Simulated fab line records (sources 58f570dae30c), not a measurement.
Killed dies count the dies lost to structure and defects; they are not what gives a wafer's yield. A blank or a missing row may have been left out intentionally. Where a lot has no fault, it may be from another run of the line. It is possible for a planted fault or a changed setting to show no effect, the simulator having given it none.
Chamber matching / flow berkeley_cmos170 / UCB170_GATE_ETCH_15 on rie_si-02 has 4 sister chambers
The step etches poly-Si in HBr/Cl2, stops on SiO2, time 56.3 s, target depth 278.2 nm. 14 wafers are shown with their chamber, then 7 later ones without.

WAFERS PAIRED WITH THEIR CHAMBERS
wafer=L389.2; chamber=1; drypump_motor_current_A (A)=6.8; throttle_valve_pct (%)=26.34; oes_product_au (a.u.)=0.812
wafer=L389.3; chamber=2; drypump_motor_current_A (A)=5.5; throttle_valve_pct (%)=26.13; oes_product_au (a.u.)=0.838
wafer=L389.6; chamber=0; drypump_motor_current_A (A)=5.9; throttle_valve_pct (%)=26.56; oes_product_au (a.u.)=0.839
wafer=L396.1; chamber=0; drypump_motor_current_A (A)=5.9; throttle_valve_pct (%)=26.57; oes_product_au (a.u.)=0.842
wafer=L396.4; chamber=1; drypump_motor_current_A (A)=6.8; throttle_valve_pct (%)=26.32; oes_product_au (a.u.)=0.820
wafer=L396.5; chamber=2; drypump_motor_current_A (A)=5.5; throttle_valve_pct (%)=26.17; oes_product_au (a.u.)=0.842
wafer=L395.3; chamber=0; drypump_motor_current_A (A)=5.9; throttle_valve_pct (%)=26.59; oes_product_au (a.u.)=0.834
wafer=L395.5; chamber=0; drypump_motor_current_A (A)=5.9; throttle_valve_pct (%)=26.59; oes_product_au (a.u.)=0.835
wafer=L395.6; chamber=1; drypump_motor_current_A (A)=6.8; throttle_valve_pct (%)=26.31; oes_product_au (a.u.)=0.814
wafer=L398.2; chamber=2; drypump_motor_current_A (A)=5.5; throttle_valve_pct (%)=26.15; oes_product_au (a.u.)=0.844
wafer=L398.4; chamber=3; drypump_motor_current_A (A)=6.2; throttle_valve_pct (%)=26.47; oes_product_au (a.u.)=0.839
wafer=L398.5; chamber=1; drypump_motor_current_A (A)=6.8; throttle_valve_pct (%)=26.33; oes_product_au (a.u.)=0.822
wafer=L402.2; chamber=2; drypump_motor_current_A (A)=5.5; throttle_valve_pct (%)=26.16; oes_product_au (a.u.)=0.824
wafer=L402.3; chamber=3; drypump_motor_current_A (A)=6.3; throttle_valve_pct (%)=26.48; oes_product_au (a.u.)=0.814

SIGNATURES (means of the wafers above)
reading=drypump_motor_current_A; chamber 0=5.900; chamber 1=6.800; chamber 2=5.500; chamber 3=6.250; scatter within a chamber=0.0224
reading=throttle_valve_pct; chamber 0=26.5775; chamber 1=26.3250; chamber 2=26.1525; chamber 3=26.4750; scatter within a chamber=0.0145
reading=oes_product_au; chamber 0=0.83750; chamber 1=0.81700; chamber 2=0.83700; chamber 3=0.82650; scatter within a chamber=0.00816
Rule: for a wafer and a chamber, the distance is found by dividing, reading by reading, the gap between the wafer's reading and the chamber's mean by the reading's scatter, squaring, summing and taking the root. The wafer belongs to the nearest chamber; if the next one is less than 2 further off, it can't be placed. The scatter is the square root of a quotient: the sum, over the shown wafers, of each reading's squared deviation from its chamber's mean, divided by wafers minus chambers.

WAFERS MISSING THEIR CHAMBER
wafer=L402.4; drypump_motor_current_A (A)=6.8; throttle_valve_pct (%)=26.31; oes_product_au (a.u.)=0.810
wafer=L399.2; drypump_motor_current_A (A)=6.8; throttle_valve_pct (%)=26.31; oes_product_au (a.u.)=0.801
wafer=L399.3; drypump_motor_current_A (A)=5.5; throttle_valve_pct (%)=26.15; oes_product_au (a.u.)=0.844
wafer=L399.6; drypump_motor_current_A (A)=6.2; throttle_valve_pct (%)=26.48; oes_product_au (a.u.)=0.828
wafer=L409.2; drypump_motor_current_A (A)=6.0; throttle_valve_pct (%)=26.60; oes_product_au (a.u.)=0.843
wafer=L409.3; drypump_motor_current_A (A)=5.6; throttle_valve_pct (%)=26.15; oes_product_au (a.u.)=0.845
wafer=L409.4; drypump_motor_current_A (A)=6.2; throttle_valve_pct (%)=26.48; oes_product_au (a.u.)=0.813

WHICH CHAMBER EACH WENT THROUGH
wafer=L402.4; from the rows above=1; in truth=1
wafer=L399.2; from the rows above=1; in truth=1
wafer=L399.3; from the rows above=2; in truth=2
wafer=L399.6; from the rows above=3; in truth=3
wafer=L409.2; from the rows above=0; in truth=0
wafer=L409.3; from the rows above=2; in truth=2
wafer=L409.4; from the rows above=3; in truth=3
Correctly placed: 7 of 7. Left unplaced by these rows: 0. Number placed wrongly: 0.
